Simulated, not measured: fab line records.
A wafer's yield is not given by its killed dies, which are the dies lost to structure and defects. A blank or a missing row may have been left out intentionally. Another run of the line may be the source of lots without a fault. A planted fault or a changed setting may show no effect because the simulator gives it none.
Which of the tools did it?    flow berkeley_cmos170    15 lots, 45 wafers sampled, at 3 steps of a route of 331

== WHAT THE GAUGES SHOWED, per wafer ==
UCB170_ACTIVE_OVL_MEAS_14. Usual: ACTIVE_OVL -1 nm, standard deviation 5.6.
lot   measured     on          ACTIVE_OVL (nm)  flag
L831  day 4 21:46  overlay-02  -14 -2 5         
L832  day 4 21:41  overlay-01  -1 -2 -1         
L834  day 5 11:58  overlay-02  7 -3 -7          
L835  day 5 11:55  overlay-02  1 -6 0           
L836  day 5 17:41  overlay-02  3 1 9            
L837  day 6 03:38  overlay-01  0 -13 -9         
L838  day 6 03:11  overlay-02  -1 -3 0          
L839  day 6 03:43  overlay-02  -10 -4 -2        
L842  day 6 19:22  overlay-02  6 4 4            
L844  day 7 00:16  overlay-01  0 7 0            
L845  day 7 10:34  overlay-01  - - -            OFF
L846  day 7 10:49  overlay-01  - - -            OFF
L847  day 7 23:58  overlay-02  - - -            OFF
L852  day 8 16:14  overlay-02  7 1 4            
L853  day 9 09:32  overlay-02  5 -8 3           

== WHICH TOOL RAN EACH LOT (tool, then ch and the chambers of the sampled wafers, then the start) ==
lot   UCB170_ZERO_STRIP_07                 UCB170_ACTIVE_PEB_11
L831  plasma_asher-03 ch 0,1, day 2 01:52  litho_track-03 ch 0, day 4 21:23
L832  plasma_asher-01 ch 0,1, day 2 03:25  litho_track-02 ch 0, day 4 21:20
L834  plasma_asher-03 ch 0,1, day 2 14:47  litho_track-02 ch 0, day 5 11:37
L835  plasma_asher-04 ch 0,1, day 2 21:35  litho_track-01 ch 0, day 5 11:32
L836  plasma_asher-01 ch 0,1, day 3 03:49  litho_track-02 ch 0, day 5 17:17
L837  plasma_asher-04 ch 0,1, day 3 08:11  litho_track-01 ch 0, day 6 03:14
L838  plasma_asher-04 ch 0,1, day 3 15:16  litho_track-02 ch 0, day 6 02:47
L839  plasma_asher-01 ch 0, day 3 15:45    litho_track-03 ch 0, day 6 03:20
L842  plasma_asher-04 ch 0,1, day 4 08:35  litho_track-03 ch 0, day 6 18:58
L844  plasma_asher-03 ch 0, day 4 16:25    litho_track-01 ch 0, day 6 23:52
L845  plasma_asher-04 ch 0,1, day 5 01:05  litho_track-02, day 7 10:12
L846  plasma_asher-04 ch 0,1, day 5 04:37  litho_track-01, day 7 10:25
L847  plasma_asher-04 ch 0,1, day 5 09:52  litho_track-03, day 7 23:35
L852  plasma_asher-03 ch 0,1, day 6 10:05  litho_track-03 ch 0, day 8 15:51
L853  plasma_asher-04 ch 0,1, day 6 15:32  litho_track-01 ch 0, day 9 09:10
- UCB170_ZERO_STRIP_07: strips in O2.
- UCB170_ACTIVE_PEB_11

== WHAT THE TOOLS THEMSELVES READ (means of the sampled wafers that have a number; where no wafer has one, the mark that the record gives instead) ==
UCB170_ZERO_STRIP_07. Usual: drypump_motor_current_A 5.9 A, standard deviation 0.39; oes_product_au 0.728 a.u., standard deviation 0.0042; strip_time_to_endpoint_s 21.51 s, standard deviation 0.065.
lot   tool             drypump_motor_current_A (A)  oes_product_au (a.u.)  strip_time_to_endpoint_s (s)  flag
L831  plasma_asher-03  6.2                          0.726                  21.39                         
L832  plasma_asher-01  5.7                          0.730                  21.45                         
L834  plasma_asher-03  6.2                          0.729                  21.47                         
L835  plasma_asher-04  5.9                          0.725                  21.44                         
L836  plasma_asher-01  5.7                          0.725                  21.55                         
L837  plasma_asher-04  5.5                          0.727                  21.56                         
L838  plasma_asher-04  5.8                          0.732                  21.59                         
L839  plasma_asher-01  6.0                          0.728                  21.48                         
L842  plasma_asher-04  5.6                          0.727                  21.57                         
L844  plasma_asher-03  6.1                          0.724                  21.53                         
L845  plasma_asher-04  5.6                          0.729                  21.37                         
L846  plasma_asher-04  5.8                          0.728                  21.57                         
L847  plasma_asher-04  5.6                          0.728                  21.52                         
L852  plasma_asher-03  6.1                          0.728                  21.43                         
L853  plasma_asher-04  5.9                          0.721                  21.54                         

UCB170_ACTIVE_PEB_11. Usual: chill_plate_temp_C 22.99 C, standard deviation 0.11; exhaust_pa 45.2 Pa, standard deviation 0.79; plate_temp_C 130.01 C, standard deviation 0.12.
lot   tool            chill_plate_temp_C (C)  exhaust_pa (Pa)  plate_temp_C (C)  flag
L831  litho_track-03  22.91                   45.6             129.98            
L832  litho_track-02  22.99                   45.5             130.03            
L834  litho_track-02  23.00                   44.3             130.01            
L835  litho_track-01  22.99                   45.1             130.01            
L836  litho_track-02  22.93                   46.0             129.86            
L837  litho_track-01  22.87                   44.9             130.11            
L838  litho_track-02  22.99                   44.0             130.01            
L839  litho_track-03  23.07                   43.7             130.07            
L842  litho_track-03  23.13                   44.8             129.93            
L844  litho_track-01  23.02                   44.6             130.12            
L845  litho_track-02  -                       -                -                 OFF
L846  litho_track-01  -                       -                -                 OFF
L847  litho_track-03  -                       -                -                 OFF
L852  litho_track-03  22.87                   45.8             129.80            
L853  litho_track-01  23.20                   44.7             130.08            

== THE ANSWER, worked out from the rows above alone ==
Rule: a lot is off if the mean of its wafers that have a number lies more than 3 standard deviations from the usual mean. A lot without any number at a reading at which 4 lots or more have one is off too. Where the step has rows for the other lots, those lots are counted as sound. Order of review: gauges by route order, followed by the tools' own readings, for which a lot's mean as printed above is used. At the first step where some lot is off, the reading lying furthest off is the one used; lots without a number count as furthest.
Off: at UCB170_ACTIVE_OVL_MEAS_14 (ACTIVE_OVL), L845, L846, L847. Without a number there: L845, L846, L847.
A tool fits if, at a process step before that reading, it ran every lot that is off, and no sound lot after the first of them. The gauges at UCB170_ACTIVE_OVL_MEAS_14 aren't tried: what is off there is off at UCB170_ACTIVE_PEB_11 too, on other tools, and a gauge's error can't cause that. Of those tried, none fits.

== WHAT WAS PUT IN BY THE SIMULATOR ==
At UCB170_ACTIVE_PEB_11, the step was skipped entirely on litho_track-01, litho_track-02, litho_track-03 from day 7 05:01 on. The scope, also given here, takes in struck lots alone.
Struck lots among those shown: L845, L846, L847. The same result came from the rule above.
